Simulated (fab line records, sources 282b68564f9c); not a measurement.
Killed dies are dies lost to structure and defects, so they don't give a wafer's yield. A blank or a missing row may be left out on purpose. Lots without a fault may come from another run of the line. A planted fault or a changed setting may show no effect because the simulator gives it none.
Tool commonality check | flow rit_cmos | 15 lots, 45 wafers sampled

WHY IT WAS OPENED
At RIT_PRETRO_TW_MEAS_10 the reading PRETRO_TW is flagged on 3 of 15 lots. Wafers without a fault read 475, standard deviation 4.5.
Rule: a lot is flagged when every wafer of it that has a number lies more than 4 standard deviations from that mean, or none has a number. The other lots count as sound.

lot  | measured    | on            | PRETRO_TW, wafer by wafer | flag
L166 | day 2 12:01 | film_metro-02 | 471 474 474               |
L167 | day 2 17:19 | film_metro-04 | 484 481 486               |
L168 | day 3 00:04 | film_metro-03 | 471 470 471               |
L170 | day 3 09:52 | film_metro-02 | 30 30 30                  | FLAGGED
L171 | day 3 15:40 | film_metro-04 | 30 30 31                  | FLAGGED
L172 | day 3 22:16 | film_metro-04 | 30 30 30                  | FLAGGED
L179 | day 5 05:29 | film_metro-04 | 475 473 473               |
L180 | day 5 12:29 | film_metro-02 | 472 475 475               |
L181 | day 5 17:38 | film_metro-02 | 471 471 471               |
L182 | day 5 21:37 | film_metro-03 | 469 472 469               |
L184 | day 6 06:19 | film_metro-04 | 475 478 475               |
L185 | day 6 12:05 | film_metro-04 | 475 478 476               |
L186 | day 6 16:52 | film_metro-02 | 473 474 474               |
L187 | day 6 21:00 | film_metro-03 | 471 470 474               |
L188 | day 7 02:42 | film_metro-02 | 474 475 475               |
The numbers of the flagged lots are 30 on average: -445 against the usual, or -99 standard deviations.

WHICH TOOL RAN EACH LOT
The record holds 2 process steps before the reading, out of a route of 202 steps. In each cell: the tool, then ch and the chambers that the sampled wafers went through, then the start.
lot  | flag    | RIT_PWELL_STRIP_09                  | RIT_NRETRO_STRIP_09
L166 |         | plasma_asher-01 ch 0,1, day 2 03:18 | plasma_asher-04 ch 0,1, day 2 10:18
L167 |         | plasma_asher-04 ch 0,1, day 2 08:38 | plasma_asher-03 ch 0,1, day 2 15:38
L168 |         | plasma_asher-01 ch 0,1, day 2 14:37 | plasma_asher-02 ch 0, day 2 22:20
L170 | FLAGGED | plasma_asher-03 ch 0,1, day 3 01:07 | plasma_asher-02 ch 0,1, day 3 08:09
L171 | FLAGGED | plasma_asher-04 ch 0,1, day 3 05:53 | plasma_asher-04 ch 0,1, day 3 13:49
L172 | FLAGGED | plasma_asher-03 ch 0,1, day 3 13:18 | plasma_asher-04 ch 0,1, day 3 20:18
L179 |         | plasma_asher-01 ch 0,1, day 4 20:26 | plasma_asher-04 ch 0,1, day 5 03:48
L180 |         | plasma_asher-03 ch 0,1, day 5 03:36 | plasma_asher-02 ch 0,1, day 5 10:28
L181 |         | plasma_asher-04 ch 0,1, day 5 07:17 | plasma_asher-04 ch 0,1, day 5 15:53
L182 |         | plasma_asher-01 ch 0,1, day 5 11:44 | plasma_asher-02 ch 0,1, day 5 19:46
L184 |         | plasma_asher-01 ch 0,1, day 5 21:33 | plasma_asher-04 ch 0,1, day 6 04:33
L185 |         | plasma_asher-03 ch 0,1, day 6 03:10 | plasma_asher-04 ch 0,1, day 6 10:03
L186 |         | plasma_asher-04 ch 0,1, day 6 08:10 | plasma_asher-02 ch 0,1, day 6 15:10
L187 |         | plasma_asher-03 ch 0,1, day 6 12:26 | plasma_asher-03 ch 0,1, day 6 19:18
L188 |         | plasma_asher-03 ch 0,1, day 6 17:58 | plasma_asher-03 ch 0,1, day 7 00:50
What these steps do:
- RIT_PWELL_STRIP_09: strips in O2, time 180 s.
- RIT_NRETRO_STRIP_09: strips in O2, time 180 s.
- RIT_PRETRO_TW_MEAS_10

FLAGGED OVER TOTAL, TOOL BY TOOL (the gauges that took the reading come last)
step                  | tool            | lots run | flagged | share of the flagged lots | sound lots run after its first flagged lot
RIT_PWELL_STRIP_09    | plasma_asher-01 | 5        | 0       | none                      | -
RIT_PWELL_STRIP_09    | plasma_asher-03 | 6        | 2       | some                      | 4 (L180,L185,L187,L188)
RIT_PWELL_STRIP_09    | plasma_asher-04 | 4        | 1       | some                      | 2 (L181,L186)
RIT_NRETRO_STRIP_09   | plasma_asher-02 | 5        | 1       | some                      | 3 (L180,L182,L186)
RIT_NRETRO_STRIP_09   | plasma_asher-03 | 3        | 0       | none                      | -
RIT_NRETRO_STRIP_09   | plasma_asher-04 | 7        | 2       | some                      | 4 (L179,L181,L184,L185)
RIT_PRETRO_TW_MEAS_10 | film_metro-02   | 6        | 1       | some                      | 4 (L180,L181,L186,L188)
RIT_PRETRO_TW_MEAS_10 | film_metro-03   | 3        | 0       | none                      | -
RIT_PRETRO_TW_MEAS_10 | film_metro-04   | 6        | 2       | some                      | 3 (L179,L184,L185)

WHAT THE TABLE ALLOWS
No row of the table ran every flagged lot.

WHAT THE SIMULATOR HAD PUT IN
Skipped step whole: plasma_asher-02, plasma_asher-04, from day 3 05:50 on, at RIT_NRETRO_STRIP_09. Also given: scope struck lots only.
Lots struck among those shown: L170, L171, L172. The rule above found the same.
